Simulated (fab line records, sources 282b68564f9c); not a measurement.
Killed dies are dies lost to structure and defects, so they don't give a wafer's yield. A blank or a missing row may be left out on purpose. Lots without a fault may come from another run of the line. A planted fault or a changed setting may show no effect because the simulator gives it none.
A struck lot beside a sound one | flow rit_cmos | 18 steps out of a route of 202
Sound: wafers L478.1, L478.5, L478.6. Struck: wafers L491.1, L491.2, L491.3. The cause comes at the end.
At each step with rows: each side's tool, then ch and its chambers, then its first start. Under that, the readings that differ: sound wafers | struck wafers | difference of the means | sigmas: that difference in standard deviations of wafers without a fault.
alike: readings whose means differ by less than 2 such deviations, and words and numbers that are the same on both sides. not compared: withheld readings, readings that some wafer has no value for, bounds like >300 that may hide the same value, and numbers for which the record gives no deviation and whose values overlap.
The two part at a step that has a row with sigmas, a row that says differs or no value, or rows on one side only. Numbers that don't overlap but have no deviation are shown without sigmas and don't part them. A reading that every wafer of one side lacks parts them only if that side has two wafers or more.

first, 1 step without rows for these wafers: RIT_GATE_HARDBAKE_18 (time 60 s).
RIT_GATE_ETCH_19: etches poly-Si in SF6/CHF3/O2, stops on SiO2, time 165 s, target depth 312.5 nm.
  sound on rie_si-01 ch 0,3, day 2 14:08; struck on rie_si-02 ch 0,2,3, day 5 08:02
  reading                     | sound       | struck      | difference | sigmas
  drypump_motor_current_A (A) | 6.4 6.3 6.4 | 5.9 5.4 5.1 | -0.9       | -2
  alike: oes_product_au, throttle_valve_pct
  not compared: rf_hours_counter_h
RIT_GATE_STRIP_20: strips in O2, time 180 s.
  sound on plasma_asher-01 ch 0,1, day 2 14:14; struck on plasma_asher-04 ch 0,1, day 5 08:08
  alike: drypump_motor_current_A
  not compared: rf_hours_counter_h
RIT_GATE_CD_MEAS_90: target cd 150 nm.
  sound on cd_sem-01, day 2 14:25; struck on cd_sem-01, day 5 08:19
  alike: cd_nm
then, 4 steps without rows for these wafers: RIT_REOX_CLEAN_00 (cleans in SC1, time 600 s); RIT_REOX_CLEAN_01 (cleans in dHF, time 30 s); RIT_REOX_CLEAN_02 (cleans in SC2, time 600 s); RIT_REOX_OXIDATION_03 (target thk 25.2 nm, ox time 5580 s).
RIT_REOX_THK_MEAS_04:
  sound on film_metro-03, day 2 17:28; struck on film_metro-03, day 5 11:25
  alike: REOX_OXIDE_THK
then, 3 steps without rows for these wafers: RIT_NLDD_HMDS_00 (prime time 60 s); RIT_NLDD_COAT_01 (resist thk 1000 nm); RIT_NLDD_SOFTBAKE_02 (time 60 s).
RIT_NLDD_EXPOSE_03: exposes mask M7, target cd 40700 nm.
  sound on iline_stepper-01 ch 0, day 2 17:58; struck on iline_stepper-01 ch 0, day 5 12:04
  reading                      | sound                | struck               | difference | sigmas
  model.NLDD.overlay_x_nm (nm) | -1.139 -1.139 -1.139 | -298.8 -298.8 -298.8 | -297.7     |
  alike: mask, focus_offset_nm
then, 2 steps without rows for these wafers: RIT_NLDD_PEB_04; RIT_NLDD_DEVELOP_05 (develop time 50 s).
RIT_NLDD_OVL_MEAS_06:
  sound on overlay-01, day 2 18:22; struck on overlay-02, day 5 12:28
  reading       | sound          | struck               | difference | sigmas
  NLDD_OVL (nm) | -2.6 -1.4 -2.1 | -300.7 -298.5 -299.3 | -297.5     | -99 or more
then, 1 step without rows for these wafers: RIT_NLDD_HARDBAKE_07 (time 60 s).
RIT_M1_PROBE_99:
  sound on prober-02, day 3 09:56; struck on prober-01, day 6 04:30
  reading                        | sound           | struck          | difference | sigmas
  model.etest.nldd.width_nm (nm) | 3147 3154 3189  | 2965 2957 2974  | -198       |
  model.etest.nldd.line_ohm_um   | 123.1 123 122.9 | 130 128.8 128.6 | +6         |
  alike: killed_at_contacts, killed_at_front_end, killed_dies, killed_open, killed_short

WHERE THEY PART
First at RIT_GATE_ETCH_19; last, within this record, at RIT_NLDD_OVL_MEAS_06. Later steps at which nothing parts them and some readings are alike: RIT_M1_PROBE_99.

WHY: what the simulator had put in
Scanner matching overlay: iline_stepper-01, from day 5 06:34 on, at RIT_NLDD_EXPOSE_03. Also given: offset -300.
